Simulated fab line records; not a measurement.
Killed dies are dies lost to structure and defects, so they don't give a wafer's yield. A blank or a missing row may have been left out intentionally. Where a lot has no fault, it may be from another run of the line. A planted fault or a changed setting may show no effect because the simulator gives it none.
Which tool did it?    flow berkeley-cmos170    45 wafers from 15 lots sampled at 4 of the route's 331 steps

== WHAT THE GAUGES SHOWED, per wafer ==
UCB170_ACTIVE_THK_MEAS_03.
lot   measured     on             ACTIVE_OXIDE_THK (nm)
L738  day 4 22:31  film-metro-04  27.0 26.9 26.9
L739  day 5 05:26  film-metro-02  25.9 26.5 26.6
L741  day 5 05:26  film-metro-04  26.3 26.4 26.9
L740  day 5 05:29  film-metro-04  25.9 25.5 25.9
L742  day 5 05:30  film-metro-03  26.1 26.2 26.1
L745  day 5 16:13  film-metro-03  26.0 25.9 25.9
L746  day 5 16:13  film-metro-04  26.7 26.8 26.9
L744  day 5 16:13  film-metro-02  26.7 26.2 26.2
L753  day 7 18:52  film-metro-03  26.8 27.0 27.1
L754  day 7 18:52  film-metro-04  26.0 26.1 25.9
L755  day 8 07:19  film-metro-02  26.2 26.4 26.4
L758  day 8 19:23  film-metro-02  25.6 26.1 25.5
L760  day 8 19:23  film-metro-04  26.4 25.9 25.9
L759  day 8 19:23  film-metro-03  25.5 26.0 25.3
L761  day 9 08:31  film-metro-02  26.3 26.5 26.1

UCB170_GATE_THK_MEAS_05.
lot   measured      on             GATE_POLY_THK (nm)
L738  day 7 14:16   film-metro-02  216.1 216.6 216.3
L739  day 8 00:37   film-metro-02  214.2 214.9 216.1
L741  day 8 00:41   film-metro-02  214.6 214.3 213.8
L740  day 8 00:37   film-metro-01  212.6 212.2 211.5
L742  day 8 00:41   film-metro-04  214.8 217.2 215.0
L745  day 8 12:17   film-metro-02  234.4 234.6 233.2
L746  day 8 12:14   film-metro-04  233.8 233.5 233.3
L744  day 8 12:18   film-metro-04  233.6 234.8 233.5
L753  day 10 12:22  film-metro-01  213.6 212.5 215.6
L754  day 10 12:22  film-metro-04  215.8 217.4 216.9
L755  day 10 19:47  film-metro-04  217.1 214.5 213.4
L758  day 11 16:57  film-metro-01  213.7 213.5 214.8
L760  day 11 16:57  film-metro-02  214.4 214.2 214.7
L759  day 11 16:58  film-metro-04  210.5 209.6 210.0
L761  day 11 23:37  film-metro-01  210.9 212.1 211.9

UCB170_GATE_CD_MEAS_12 targets a cd of 350 nm.
lot   measured      on         cd-nm (nm)
L738  day 7 15:17   cd-sem-02  349.7 349.9 350.3
L739  day 8 02:08   cd-sem-02  350.3 349.1 350.2
L741  day 8 02:23   cd-sem-02  351.2 351.9 351.6
L740  day 8 02:01   cd-sem-02  348.3 348.7 348.3
L742  day 8 02:45   cd-sem-02  350.6 351.3 351.0
L745  day 8 13:37   cd-sem-02  351.6 352.1 350.2
L746  day 8 13:23   cd-sem-02  350.9 350.2 350.1
L744  day 8 13:46   cd-sem-02  352.9 352.3 351.6
L753  day 10 13:29  cd-sem-02  349.1 349.3 349.7
L754  day 10 13:16  cd-sem-01  350.2 349.6 347.9
L755  day 10 21:19  cd-sem-02  348.9 348.8 348.5
L758  day 11 18:55  cd-sem-01  349.2 349.3 350.6
L760  day 11 18:47  cd-sem-01  350.1 349.7 349.9
L759  day 11 19:03  cd-sem-02  350.3 350.3 350.1
L761  day 12 02:26  cd-sem-01  348.0 349.4 347.6

== TOOL THAT RAN EACH LOT (tool first, then ch and the chambers of the sampled wafers, then the start) ==
lot   UCB170_GATE_CVD_04
L738  lpcvd-01 ch 1, day 7 12:52
L739  lpcvd-01 ch 1, day 7 23:13
L741  lpcvd-01 ch 1, day 7 23:13
L740  lpcvd-01 ch 0, day 7 23:13
L742  lpcvd-01 ch 1, day 7 23:13
L745  lpcvd-01 ch 0, day 8 10:50
L746  lpcvd-01 ch 1, day 8 10:50
L744  lpcvd-01 ch 1, day 8 10:50
L753  lpcvd-02 ch 1, day 10 10:57
L754  lpcvd-02 ch 0, day 10 10:57
L755  lpcvd-02 ch 0, day 10 18:23
L758  lpcvd-01 ch 0, day 11 15:33
L760  lpcvd-01 ch 0, day 11 15:33
L759  lpcvd-01 ch 0, day 11 15:33
L761  lpcvd-01 ch 1, day 11 22:13
- UCB170_GATE_CVD_04: deposits poly-Si from SiH4, time 1440 s, target thk 214 nm.

== AS READ BY THE TOOLS THEMSELVES (means over the sampled wafers that have a number; for cases with no such wafer, the mark the record gives instead) ==
UCB170_GATE_CVD_04.
lot   tool      pressure-mtorr (mTorr)  spike-tc-centre-C (C)  zone-power-source-pct (%)
L738  lpcvd-01  374.0                   610.0                  14.3
L739  lpcvd-01  374.8                   610.8                  14.3
L741  lpcvd-01  373.9                   610.6                  14.3
L740  lpcvd-01  374.1                   613.1                  10.2
L742  lpcvd-01  375.1                   610.2                  14.3
L745  lpcvd-01  449.2                   612.8                  10.2
L746  lpcvd-01  448.5                   609.4                  14.4
L744  lpcvd-01  449.2                   611.2                  14.2
L753  lpcvd-02  375.1                   612.3                  13.3
L754  lpcvd-02  375.0                   611.8                  10.9
L755  lpcvd-02  375.1                   611.3                  10.8
L758  lpcvd-01  374.8                   613.5                  10.2
L760  lpcvd-01  374.9                   613.5                  10.2
L759  lpcvd-01  375.0                   612.8                  10.2
L761  lpcvd-01  374.6                   610.5                  14.2

== THE ANSWER, worked out from the rows above alone ==
Rule: the lots themselves supply what counts as usual. The widest of any qualifying gaps counts: lots, ordered by their means at a reading, are off when they make up no more than a third of the lots, leave a main group of 4 or more, and stand apart from it by 3 or more times the standard deviation of that group's means. A main group whose means are all the same, to the digits that the tables above print for the reading, isn't used. Also off: a lot with no number at a reading for which 4 or more lots have one. Where the step has rows for the other lots, those lots are counted as sound. After the gauges, taken in route order, come the tools' own readings; for these a lot's mean is taken, as printed above. At the first step where some lot is off, the reading lying furthest off is the one used; lots without a number count as furthest.
Off: L745, L746, L744, seen at UCB170_GATE_THK_MEAS_05 (GATE_POLY_THK). The main group has a mean of 214.1 nm with a standard deviation of 1.9.
If a tool, at a process step before that reading, ran all the lots that are off and no sound lot after the first of them, it fits. The gauges at UCB170_GATE_THK_MEAS_05 aren't tried: what is off there is off at UCB170_GATE_CVD_04 too, on other tools, and a gauge's error can't cause that. No candidate that was tried fits.

== WHAT HAD BEEN PUT IN BY THE SIMULATOR ==
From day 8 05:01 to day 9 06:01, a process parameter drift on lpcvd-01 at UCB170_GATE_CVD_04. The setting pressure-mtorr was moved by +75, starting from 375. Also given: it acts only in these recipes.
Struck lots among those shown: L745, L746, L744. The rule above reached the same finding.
